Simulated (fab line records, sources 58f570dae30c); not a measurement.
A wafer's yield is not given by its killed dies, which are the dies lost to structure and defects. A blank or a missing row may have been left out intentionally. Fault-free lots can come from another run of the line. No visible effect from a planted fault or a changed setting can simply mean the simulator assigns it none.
Struck lot and sound lot, side by side	flow berkeley_cmos170	15 steps out of a route of 331
Sound: the wafers L627.1, L627.2, L627.4. Wafers L634.1, L634.2, L634.6 were the ones struck. The cause comes at the end.
Each step with rows lists, per side, the tool, then ch with its chambers, then its first start. Under that, the readings that differ: sound wafers	struck wafers	difference of the means	sigmas: that difference in standard deviations of wafers without a fault.
alike: readings with means less than 2 such deviations apart, plus words and numbers identical on both sides. not compared: withheld readings, readings lacking a value on some wafer, bounds such as >300 that could conceal the same value, and numbers that have no deviation in the record and whose values overlap.
A row with sigmas, a row that says differs or no value, or rows on one side alone: a step with any of these is where the two part. Numbers that don't overlap but have no deviation are shown without sigmas and don't part them. Lack of a reading on every wafer of one side parts them only where that side has two or more wafers.

first, 6 steps without rows for these wafers: UCB170_M2_COAT_09; UCB170_M2_COAT_10 (resist thk 900 nm); UCB170_M2_SOFTBAKE_11 (time 60 s); UCB170_M2_EXPOSE_12 (exposes mask METAL2, target cd 700 nm); UCB170_M2_PEB_13; UCB170_M2_DEVELOP_14 (develop time 45 s).
UCB170_M2_CD_MEAS_15 targets a cd of 700 nm.
  struck on cd_sem-01, day 10 21:07; sound on cd_sem-01, day 9 17:19
  alike: cd_nm
UCB170_M2_OVL_MEAS_16:
  struck on overlay-02, day 10 21:14; sound on overlay-02, day 9 17:26
  alike: M2_OVL
UCB170_M2_ETCH_17: etches BARC in N2/H2.
  sound on rie_diel-02 ch 0,1,2, day 9 17:29; struck on rie_diel-01 ch 1,2, day 10 21:16
  alike: drypump_motor_current_A, oes_product_au, throttle_valve_pct
UCB170_M2_METAL_ETCH_18: etches Al in Cl2/BCl3, stops on SiO2, target depth 1170 nm, time 195 s.
  sound on rie_metal-03 ch 1, day 9 17:31; struck on rie_metal-04 ch 0,1, day 10 21:19
reading	sound	struck	difference	sigmas
drypump_motor_current_A (A)	5.2 5.2 5.2	5.6 6.4 6.4	+0.9	+3
  alike: oes_product_au, throttle_valve_pct
  not compared: rf_hours_counter_h
UCB170_M2_STRIP_19: strips in O2.
  sound on plasma_asher-01 ch 0,1, day 9 17:54; struck on plasma_asher-02 ch 0,1, day 10 21:30
  alike: drypump_motor_current_A, o2_flow_sccm, oes_product_au
  not compared: rf_hours_counter_h
UCB170_M2_CD_MEAS_90 targets a cd of 700 nm.
  struck on cd_sem-02, day 10 21:37; sound on cd_sem-01, day 9 18:00
  alike: cd_nm
UCB170_V2_CVD_00: deposits SiO2 from TEOS/O2, target thk 2000 nm, time 250 s.
  sound on pecvd-01 ch 0,1, day 9 18:07; struck on pecvd-02 ch 0,2, day 10 21:44
reading	sound	struck	difference	sigmas
model.SiO2_of_V2_CVD_00.thk_nm (nm)	2008 2010 2024	1070 1054 1082	-945	
  alike: heater_power_w, pressure_mtorr, susceptor_temp_C
UCB170_V2_THK_MEAS_01:
  struck on film_metro-03, day 10 22:07; sound on film_metro-03, day 9 18:16
reading	sound	struck	difference	sigmas
V2_TEOS_THK (nm)	2008 2013 2023	1070 1053 1083	-946	-39
  not compared: hold
UCB170_V2_CMP_02: polishes SiO2.
  sound on cmp-02 ch 0,2,3, day 9 18:20; struck on cmp-02 ch 1,2, day 11 03:03
reading	sound	struck	difference	sigmas
hold	- - -	await_dispo/4.9h/release await_dispo/4.9h/release await_dispo/4.9h/release	no value on the sound wafers	
  alike: motor_current_A

## WHERE THEY PART
First at UCB170_M2_METAL_ETCH_18; last, within this record, at UCB170_V2_CMP_02.

WHY: what the simulator had put in
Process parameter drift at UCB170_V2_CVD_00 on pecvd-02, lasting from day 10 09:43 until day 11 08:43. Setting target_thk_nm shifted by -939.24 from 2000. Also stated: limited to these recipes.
